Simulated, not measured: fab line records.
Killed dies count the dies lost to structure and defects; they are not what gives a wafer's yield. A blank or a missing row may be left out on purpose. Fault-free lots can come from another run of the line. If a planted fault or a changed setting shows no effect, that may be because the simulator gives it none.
fab line records    flow berkeleyCmos170
record: lots: 5  wafers: 23
route steps=331 shown M3@327
startH: hours from the record's first day to the start of the lot's first wafer shown    waitH: time in hours since the lot's previous step    " unchanged from the row above    L1.1+2: several wafers, shown together as one row    - either no value or no given start    * or withheld: withheld    < > ~ a bound
route shown NAME@n: a module of which the file shows steps, and the number in the route of the first    usual: average and standard deviation across the fault-free wafers    same: alike in all rows    chamber/n: place in a boat    sites: per-site readings    _std_site: the values' standard deviation    _edge_site: outer sites' mean less inner sites'    radiusMm: how far each site lies from the wafer's centre    mask NAME#n: copy n    behind: the most recent tool/chamber to have shaped the wafer    hold: the reason the lot was held/the length of the hold in hours/how it ended    device: which transistor (n, p or np) failed to switch    end of line: tests run on the same wafers once the route is complete    where a step has no rows: the recipe by itself    killed: count of dies lost to structure and defects at first sort (not the wafer's yield)    map: the dies of a wafer, with x for killed, . for not killed, _ for no die there
set.NAME: the setting that was run; set.NAME@STEP: the one run at that earlier step    model.NAME: the simulator's own value behind a step, which no gauge read
lots where settings were altered on purpose, with a table for each step and a row for each wafer
== steps ==
step: UCB170_M3_METAL_ETCH_18
recipe: chemistry: Cl2/BCl3  target: Al  stopOn: SiO2  pressureMtorr: 12  targetDepthA: 11700  overEtchFrac: 0.3  timeS: 195  icpW: 600  biasW: 120  Cl2_flow_sccm: 90  bcl3FlowSccm: 45
usual: oesProductAu: 0.847/0.014
lot.wafer  tool         chamber  startH  waitH  set.icpW  set.powerW@M3_SPUTTER_01  set.pebTempC@M3_PEB_13  oesProductAu  model.KrF_of_M3_COAT_10.thkNm  model.M3.cdNm
L075.1     rieMetal-04  0        166.38  -      645.7     6000                      128.6                   0.824         151.3                          708.7
L075.2     "            0        "       "      600       6000                      130                     0.837         188.6                          702.8
L075.3     "            0        "       "      600       6000                      130                     0.830         197.5                          701.5
L075.4     "            0        "       "      600       6000                      128.6                   0.836         195.6                          713
L075.6     "            0        "       "      645.7     6000                      130                     0.828         147.9                          694.2
L074.1     rieMetal-02  0        166.65  -      666.3     6000                      130                     0.861         147.2                          699.4
L074.2     "            1        "       "      666.3     6707                      130                     0.907         -                              700.7
L074.3     "            1        "       "      600       6707                      128.8                   0.903         -                              710.1
L074.4     "            0        "       "      600       6707                      130                     0.914         -                              703.2
L074.6     "            1        "       "      666.3     6000                      128.8                   0.840         145.3                          707.3
L077.1     rieMetal-03  0        179.62  -      600       5287                      132.9                   0.787         -                              676
L077.2     "            1        "       "      600       5287                      130                     0.805         -                              701.6
L077.3     "            0        "       "      569       6000                      130                     0.838         253.5                          695.4
L077.4     "            1        "       "      600       6000                      130                     0.864         208.4                          701.5
L077.6     "            1        "       "      569       5287                      132.9                   0.810         -                              690.9
L085.4     rieMetal-03  0        204.36  -      600       6000                      130                     0.836         221                            695.6
L085.5     "            1        "       "      600       6000                      130                     0.870         209.1                          703.3
L085.6     "            0        "       "      600       6000                      130                     0.849         226.4                          694.7
L084.1     rieMetal-02  0        205.55  -      632.1     6000                      132.3                   0.843         170.6                          684.6
L084.2     "            0        "       "      632.1     6000                      130                     0.848         182.6                          699.7
L084.3     "            0        "       "      600       6565                      130                     0.893         -                              702.8
L084.4     "            0        "       "      632.1     6565                      132.3                   0.892         -                              686.3
L084.5     "            0        "       "      600       6000                      130                     0.851         212.3                          702
step: UCB170_M3_STRIP_19
recipe: chemistry: O2  powerW: 400  pressureMtorr: 3500  platenTempC: withheld  o2FlowSccm: 400  overashFraction: 0.5
usual: oesProductAu: 0.542/0.0094
lot.wafer  tool            chamber  startH  waitH  set.icpW@M3_METAL_ETCH_18  oesProductAu
L075.1     plasmaAsher-03  0        166.75  0.3    645.7                      0.477
L075.2     "               1        "       "      600                        0.519
L075.3     "               1        "       "      600                        0.531
L075.4     "               0        "       "      600                        0.531
L075.6     "               1        "       "      645.7                      0.478
L074.1     plasmaAsher-02  1        166.84  0.1    666.3                      0.472
L074.2     "               0        "       "      666.3                      0.480
L074.3     "               1        "       "      600                        0.547
L074.4     "               0        "       "      600                        0.544
L074.6     "               1        "       "      666.3                      0.479
L077.1     plasmaAsher-03  1        179.81  0.1    600                        0.554
L077.2     "               0        "       "      600                        0.548
L077.3     "               1        "       "      569                        0.590
L077.4     "               0        "       "      600                        0.533
L077.6     "               0        "       "      569                        0.583
L085.4     plasmaAsher-02  1        204.52  0.1    600                        0.549
L085.5     "               1        "       "      600                        0.534
L085.6     "               0        "       "      600                        0.554
L084.1     plasmaAsher-01  0        205.92  0.3    632.1                      0.499
L084.2     "               1        "       "      632.1                      0.519
L084.3     "               0        "       "      600                        0.542
L084.4     "               1        "       "      632.1                      0.509
L084.5     "               0        "       "      600                        0.535
step: UCB170_M3_CD_MEAS_90
recipe: targetCdNm: 700
usual: cdNm: 702/4
lot.wafer  tool      chamber  startH  waitH  set.pebTempC@M3_PEB_13  cdNm
L075.1     cdSem-01  -        166.85  0.1    128.6                   709
L075.2     "         -        "       "      130                     703
L075.3     "         -        "       "      130                     701
L075.4     "         -        "       "      128.6                   713
L075.6     "         -        "       "      130                     694
L074.1     cdSem-02  -        166.95  0.1    130                     699
L074.2     "         -        "       "      130                     701
L074.3     "         -        "       "      128.8                   710
L074.4     "         -        "       "      130                     704
L074.6     "         -        "       "      128.8                   707
L077.1     cdSem-02  -        179.91  0.1    132.9                   676
L077.2     "         -        "       "      130                     701
L077.3     "         -        "       "      130                     695
L077.4     "         -        "       "      130                     702
L077.6     "         -        "       "      132.9                   691
L085.4     cdSem-01  -        204.65  0.1    130                     696
L085.5     "         -        "       "      130                     703
L085.6     "         -        "       "      130                     695
L084.1     cdSem-02  -        206.02  0.1    132.3                   685
L084.2     "         -        "       "      130                     700
L084.3     "         -        "       "      130                     703
L084.4     "         -        "       "      132.3                   686
L084.5     "         -        "       "      130                     702
== key ==
split: step: UCB170_M3_METAL_ETCH_18  setting: icpW  stated: 600  by: wafer
response: step: UCB170_M3_METAL_ETCH_18  reading: model.KrF_of_M3_COAT_10.thkNm  change: -6.36  per: 1%  r: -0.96
response: step: UCB170_M3_STRIP_19  reading: oesProductAu  change: -0.0064  per: 1%  r: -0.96
split outsideThisFile step=UCB170_M3_SPUTTER_01 setting=powerW
split outsideThisFile step=UCB170_M3_PEB_13 setting=pebTempC
split outsideThisFile: this setting was split too, and the file shows its column; the key of that split is in another file
